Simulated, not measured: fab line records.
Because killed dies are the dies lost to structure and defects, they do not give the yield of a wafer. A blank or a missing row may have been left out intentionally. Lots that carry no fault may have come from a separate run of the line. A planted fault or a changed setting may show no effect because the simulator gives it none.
Problem report in the 8D (eight disciplines) form, filled by code + flow berkeley cmos170 + the parts of the form that need people (team, actions taken, sign-off) are left out

1. WHAT IS WRONG
Mean M3_AL_RS at UCB170_M3_RS_MEAS_02: 0.0447 ohm/sq over 2 wafers in 2 lots; fault-free wafers: 0.0323 ohm/sq, standard deviation 0.00037. Relative to the usual mean, that is a shift of +34 standard deviations.
The step: measures by four-point-probe.
First observed at day 9 08:11: wafer L322.3, on film metro-01. Wafers with a number at this step in the record: 40, from 14 lots. Rule for "out", or "out of limits": more than 4 standard deviations from the usual mean. The rest of the wafers with a number are treated as sound.

2. WHAT THIS IS AND IS NOT
| question                    | is                           | is not                                                                                                                     |
|-----------------------------|------------------------------|----------------------------------------------------------------------------------------------------------------------------|
| which readings at this step | M3_AL_RS                     | -                                                                                                                          |
| which lots                  | L322, L325                   | L318, L320, L321, L323, L326, L327, L332, L335, L336, L337, L338, L341                                                     |
| which wafers of those lots  | L322.3, L325.6               | L322.1, L322.2, L325.3, L325.5                                                                                             |
| read on which gauges        | film metro-01, film metro-03 | film metro-04                                                                                                              |
| when                        | from day 9 08:11             | up to then (11 sound wafers); but 27 sound wafers of L323, L325, L326, L327, L332, L335, L336, L337, L338, L341 came after |

3. THE SUSPECTS, EACH WITH WHAT RULES IT OUT
Counting: if a tool at a process step up to the reading ran every lot that is out, it stays a suspect. Sound lots after the first of them don't rule it out here, since some wafers of a struck lot are sound.
- the gauge at UCB170_M3_RS_MEAS_02 has been ruled out. 2 gauges (film metro-01, film metro-03) read the wafers that are out.
- pvd sputter-02 at UCB170_M3_SPUTTER_01 (material Al, target thk 900 nm, time 120 s): kept. It ran every lot that is out, first L322 (day 9 08:06); its last sound lot up to then is L320 (day 8 06:16).
The count leaves pvd sputter-02 at UCB170_M3_SPUTTER_01.

4. THE CAUSE (what the simulator had put in)
Site profile drift: pvd sputter-02, from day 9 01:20 on, at UCB170_M3_SPUTTER_01. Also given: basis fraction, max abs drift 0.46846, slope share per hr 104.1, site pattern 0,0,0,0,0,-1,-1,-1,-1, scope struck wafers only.
Counting left only this tool.

5. THE CHAIN OF EFFECTS, in route order
Rows list readings where the struck wafers' mean (over those with a number) sits beyond 3 standard deviations from the usual. Scope: only readings with a usual standard deviation given in the record; hours: median across lots of the time from each lot's start at the first step in this table that gives one to its start at this step; sigmas: change in usual standard deviations.
| hours | step                    | reading        | usual         | on struck wafers | change  | sigmas |
|-------|-------------------------|----------------|---------------|------------------|---------|--------|
| 0     | UCB170_M3_RS_MEAS_02    | M3_AL_RS       | 0.0323 ohm/sq | 0.0447           | +0.0124 | +34    |
| 3     | UCB170_M3_THK_MEAS_03   | M3_AL_THK      | 896 nm        | 719              | -177    | -13    |
| 8     | UCB170_M3_METAL_ETCH_18 | oes product au | 0.860 a.u.    | 0.765            | -0.095  | -8.6   |
Here are the process steps it includes:
- UCB170_M3_METAL_ETCH_18: etches Al in Cl2/BCl3, stops on SiO2, target depth 1170 nm, time 195 s.
Later measuring or inspecting steps at which every struck wafer that the step has a row for has a number for every such reading, and none has moved that far: UCB170_M3_BOW_MEAS_20.

6. WHAT WOULD HAVE CAUGHT IT SOONER
Counted from the fault's start at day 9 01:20, it took 7 hours until the first out-of-limits reading at a measuring or inspecting step in this record, taken at day 9 08:11.
Tool readings at UCB170_M3_SPUTTER_01 with a usual standard deviation given in the record: none out on any struck wafer, hence no alarm at a limit of 4 standard deviations on them.
L325, from the lots that are out (2), started UCB170_M3_SPUTTER_01 on pvd sputter-02 later than day 9 08:11. Putting the tool on hold at that point would have spared it.
